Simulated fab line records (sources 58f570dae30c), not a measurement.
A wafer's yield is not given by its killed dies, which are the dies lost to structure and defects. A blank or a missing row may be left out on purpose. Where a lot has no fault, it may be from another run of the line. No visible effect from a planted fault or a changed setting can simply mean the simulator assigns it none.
A struck lot beside a sound one ; flow berkeley cmos170 ; 14 steps out of a route of 331
Sound: wafers L251.2, L251.3, L251.6. Struck: wafers L263.1, L263.3, L263.6. The cause is named last.
At each step with rows: each side's tool, then ch and its chambers, then its first start. Under that, the readings that differ: sound wafers ; struck wafers ; difference of the means ; sigmas: that difference in standard deviations of wafers without a fault.
alike: readings with means less than 2 such deviations apart, plus words and numbers identical on both sides. not compared: withheld readings, readings lacking a value on some wafer, bounds such as >300 that could conceal the same value, and numbers that have no deviation in the record and whose values overlap.
A row with sigmas, a row that says differs or no value, or rows on one side alone: a step with any of these is where the two part. Numbers that have no deviation but don't overlap get no sigmas and don't part them. A reading missing from all wafers of one side parts the sides only when that side holds two or more wafers.

UCB170_NWELL_OVL_MEAS_12:
  sound on overlay-02 at day 3 12:26; struck on overlay-02 at day 5 13:15
  alike: NWELL_OVL
UCB170_NWELL_ETCH_13: etches Si3N4 in CH3F/Ar/O2, stops on SiO2, target depth 246.4 nm, time 154 s.
  sound on rie diel-01 ch 1,2,3, day 3 12:28; struck on rie diel-04 ch 0,1, day 5 13:17
  alike: drypump motor current A, oes product au, throttle valve pct
  not compared: rf hours counter h
next, for these wafers, 1 step has no rows: UCB170_NWELL_IMPLANT_14.
UCB170_NWELL_STRIP_15: strips in O2.
  sound on plasma asher-03 ch 0,1, day 3 12:43; struck on plasma asher-03 ch 0, day 5 13:32
  alike: drypump motor current A, o2 flow sccm, oes product au, strip time to endpoint s
  not compared: rf hours counter h
UCB170_NWELL_TW_MEAS_16:
  sound on film metro-03 at day 3 12:49; struck on film metro-04 at day 5 13:38
reading;sound;struck;difference;sigmas
NWELL_TW;1207 1220 1213;1255 1250 1253;+39;+2
then, 6 steps without rows for these wafers: UCB170_NWELL_CLEAN_17 (cleans in SPM, time 600 s); UCB170_NWELL_WET_ETCH_18 (etches Si3N4 in H3PO4, time 14400 s); UCB170_NWELL_WET_ETCH_19 (etches SiO2 in BOE, time 22 s); UCB170_PWELL_CLEAN_00 (cleans in SPM, time 600 s); UCB170_PWELL_CLEAN_01 (cleans in dHF, time 60 s); UCB170_PWELL_OXIDATION_02 (target thk 26.4 nm, ox time 1260 s).
UCB170_PWELL_THK_MEAS_03:
  sound on film metro-02 at day 3 23:22; struck on film metro-01 at day 6 01:49
  alike: PWELL_OXIDE_THK
UCB170_PWELL_ANNEAL_04: time 900 s.
  sound on furnace-04 ch 0, day 4 02:14; struck on furnace-02, day 6 07:38
  no value came back on the struck wafers for spike tc centre C (C), spike tc load C (C), spike tc source C (C), tube_center_temp_C_max; on the sound wafers spike tc centre C (C) reads 1004.1 1002.9 1003.5
then, 1 step without rows for these wafers: UCB170_PWELL_CVD_05 (deposits Si3N4 from SiH2Cl2/NH3, target thk 220 nm, time 3300 s).

WHERE THEY PART
At UCB170_NWELL_TW_MEAS_16 first; at UCB170_PWELL_ANNEAL_04 last (within this record only).

WHY: what the simulator had put in
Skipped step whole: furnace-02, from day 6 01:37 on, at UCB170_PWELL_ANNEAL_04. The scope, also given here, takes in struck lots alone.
